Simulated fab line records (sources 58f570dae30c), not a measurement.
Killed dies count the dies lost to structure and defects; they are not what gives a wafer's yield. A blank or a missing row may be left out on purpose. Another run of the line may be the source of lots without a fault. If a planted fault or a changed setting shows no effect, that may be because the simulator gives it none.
Matching of chambers	flow berkeley_cmos170	UCB170_NWELL_ETCH_13 on rie_diel-01: 4 sister chambers
The step etches Si3N4 in CH3F/Ar/O2, stops on SiO2, target depth 246.4 nm, time 154 s. 24 wafers are shown with their chamber, then 12 later ones without.

## WAFERS WITH THEIR CHAMBER
wafer	chamber	drypump_motor_current_A (A)	throttle_valve_pct (%)	oes_product_au (a.u.)
L074.4	3	6.0	8.00	0.941
L074.5	1	4.9	8.26	0.927
L074.6	2	5.8	7.94	0.935
L076.1	1	4.9	8.24	0.930
L076.4	3	6.0	7.99	0.933
L076.5	2	5.7	7.93	0.929
L081.1	1	4.9	8.24	0.919
L081.2	2	5.7	7.92	0.929
L081.4	1	4.9	8.25	0.928
L081.3	2	5.8	7.93	0.922
L081.5	1	4.9	8.25	0.930
L081.6	2	5.8	7.94	0.932
L084.1	2	5.8	7.93	0.924
L084.2	1	4.9	8.25	0.927
L084.3	0	6.1	8.19	0.958
L084.4	3	6.0	8.00	0.944
L084.5	1	4.9	8.24	0.923
L084.6	2	5.8	7.91	0.925
L088.2	2	5.8	7.92	0.930
L088.3	1	4.9	8.24	0.919
L088.6	2	5.8	7.94	0.923
L090.2	1	4.9	8.25	0.912
L090.3	3	6.0	8.01	0.920
L090.4	0	6.1	8.18	0.944

SIGNATURES (means of the wafers above)
reading	chamber 0	chamber 1	chamber 2	chamber 3	scatter within a chamber
drypump_motor_current_A	6.100	4.900	5.778	6.000	0.0279
throttle_valve_pct	8.1850	8.2467	7.9289	8.0000	0.00877
oes_product_au	0.95100	0.92389	0.92767	0.93450	0.00671
Rule: a wafer lies at a distance from a chamber equal to the root of the sum of squares, over the readings, of (its reading less the chamber's mean, divided by the reading's scatter). If the next closest chamber is less than 2 further off than the closest, the wafer can't be placed; otherwise it belongs to the closest. The scatter: take each reading less its chamber's mean, square it, sum over the shown wafers, divide by the number of wafers less the number of chambers, and take the root.

## WAFERS WITHOUT THEIR CHAMBER
wafer	drypump_motor_current_A (A)	throttle_valve_pct (%)	oes_product_au (a.u.)
L092.3	5.8	7.92	0.927
L092.4	4.9	8.25	0.933
L092.6	5.8	7.93	0.922
L094.1	6.0	8.02	0.938
L094.2	5.8	7.93	0.924
L094.3	6.1	8.17	0.946
L094.4	4.9	8.25	0.920
L094.5	5.8	7.93	0.929
L094.6	4.9	8.25	0.916
L096.3	6.0	8.02	0.939
L096.4	6.1	8.18	0.940
L096.5	5.8	7.93	0.920

## THE CHAMBER EACH PASSED THROUGH
wafer	from the rows above	in truth
L092.3	2	2
L092.4	1	1
L092.6	2	2
L094.1	3	3
L094.2	2	2
L094.3	0	0
L094.4	1	1
L094.5	2	2
L094.6	1	1
L096.3	3	3
L096.4	0	0
L096.5	2	2
Correct placement for 12 of the 12. From these rows, 0 cannot be placed. Placed wrongly: 0.
